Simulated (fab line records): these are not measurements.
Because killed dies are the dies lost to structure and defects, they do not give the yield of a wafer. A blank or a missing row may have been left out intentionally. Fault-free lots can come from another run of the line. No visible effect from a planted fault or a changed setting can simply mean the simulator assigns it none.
Split-lot experiment    flow berkeleyCmos170    23 wafers read from 5 lots, route of 331 steps

## ABOUT THE SPLIT
At UCB170_FIELD_OXIDATION_01 (target thk 558.3 nm, ox time 7200 s), the setting tempC was moved away from the recipe's 1000 C on 20 of the 23 wafers read, by -2.9% to +1.9%. All remaining wafers had this setting at the recipe value.

## FROM THE SPLIT TO THE READING: what the file shows between them, 9 steps
- UCB170_FIELD_THK_MEAS_02
- UCB170_FIELD_ANNEAL_03: time 1200 s
- UCB170_FIELD_WET_ETCH_04: etches SiO2 in dHF, time 60 s
- UCB170_FIELD_WET_ETCH_05: etches Si3N4 in H3PO4, time 12600 s
- UCB170_FIELD_WET_ETCH_06: etches SiO2 in BOE, time 22 s
- UCB170_FIELD_THK_MEAS_90
- UCB170_NVT_IMPLANT_07 (also split here: doseCm2)
- UCB170_NVT_STRIP_08: strips in O2
- UCB170_GATE_WET_ETCH_00: etches SiO2 in dHF, time 200 s

## THE READING
FIELD_OXIDE_LEFT_2_THK in nanometres, read at UCB170_FIELD_THK_MEAS_91. On this fab line, fault-free wafers typically give 360 nm with a standard deviation of 9.7 nm.

wafer   tool, chamber at the split  tempC as run, C  against the recipe  FIELD_OXIDE_LEFT_2_THK, nm  against lot-mates on the recipe
L074.1  -, -                        970.8            -2.9%               245                         no lot-mate on the recipe
L074.2  -, -                        970.8            -2.9%               258                         no lot-mate on the recipe
L074.3  -, -                        970.8            -2.9%               262                         no lot-mate on the recipe
L074.4  -, -                        970.8            -2.9%               264                         no lot-mate on the recipe
L074.6  -, -                        970.8            -2.9%               261                         no lot-mate on the recipe
L076.1  -, -                        988.3            -1.2%               329                         no lot-mate on the recipe
L076.3  -, -                        988.3            -1.2%               325                         no lot-mate on the recipe
L076.4  -, -                        988.3            -1.2%               330                         no lot-mate on the recipe
L076.5  -, -                        988.3            -1.2%               332                         no lot-mate on the recipe
L076.6  -, -                        988.3            -1.2%               341                         no lot-mate on the recipe
L075.1  -, -                        1019             +1.9%               448                         no lot-mate on the recipe
L075.2  -, -                        1019             +1.9%               449                         no lot-mate on the recipe
L075.3  -, -                        1019             +1.9%               444                         no lot-mate on the recipe
L075.4  -, -                        1019             +1.9%               447                         no lot-mate on the recipe
L075.5  -, -                        1019             +1.9%               439                         no lot-mate on the recipe
L082.1  furnace-02, 0               1000             recipe              361                         -
L082.3  furnace-02, 0               1000             recipe              349                         -
L082.5  furnace-02, 0               1000             recipe              352                         -
L083.2  -, -                        980.9            -1.9%               284                         no lot-mate on the recipe
L083.3  -, -                        980.9            -1.9%               276                         no lot-mate on the recipe
L083.4  -, -                        980.9            -1.9%               282                         no lot-mate on the recipe
L083.5  -, -                        980.9            -1.9%               283                         no lot-mate on the recipe
L083.6  -, -                        980.9            -1.9%               291                         no lot-mate on the recipe

FIT RESULTS
A straight line over all 23 wafers: FIELD_OXIDE_LEFT_2_THK changes by +39.1 nm for each +1% of tempC; r = +0.99; the points scatter about the line by 10 nm.
Too few moved wafers with a lot-mate on the recipe to fit a line net of each lot's own level.

## THE WHOLE CHAIN: every reading that the file lists as answering this split, in the file's order
step                       what it does                         reading                                                                            change (the file's fit)             r (the file's)
UCB170_FIELD_OXIDATION_01  target thk 558.3 nm, ox time 7200 s  SiO2_of_FIELD_OXIDATION_01.thkNm (the simulator's own value, which no gauge read)  +39 nm for each +1% of the setting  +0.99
UCB170_FIELD_THK_MEAS_02                                        FIELD_OXIDE_THK                                                                    +38.9 for each +1% of the setting   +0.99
UCB170_FIELD_THK_MEAS_90                                        FIELD_OXIDE_LEFT_1_THK                                                             +39.1 for each +1% of the setting   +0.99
UCB170_FIELD_THK_MEAS_91                                        FIELD_OXIDE_LEFT_2_THK                                                             +39.2 for each +1% of the setting   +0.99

## THE FILE'S OWN FIT
FIELD_OXIDE_LEFT_2_THK changes by +39.2 nm for each +1% of tempC, r = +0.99.
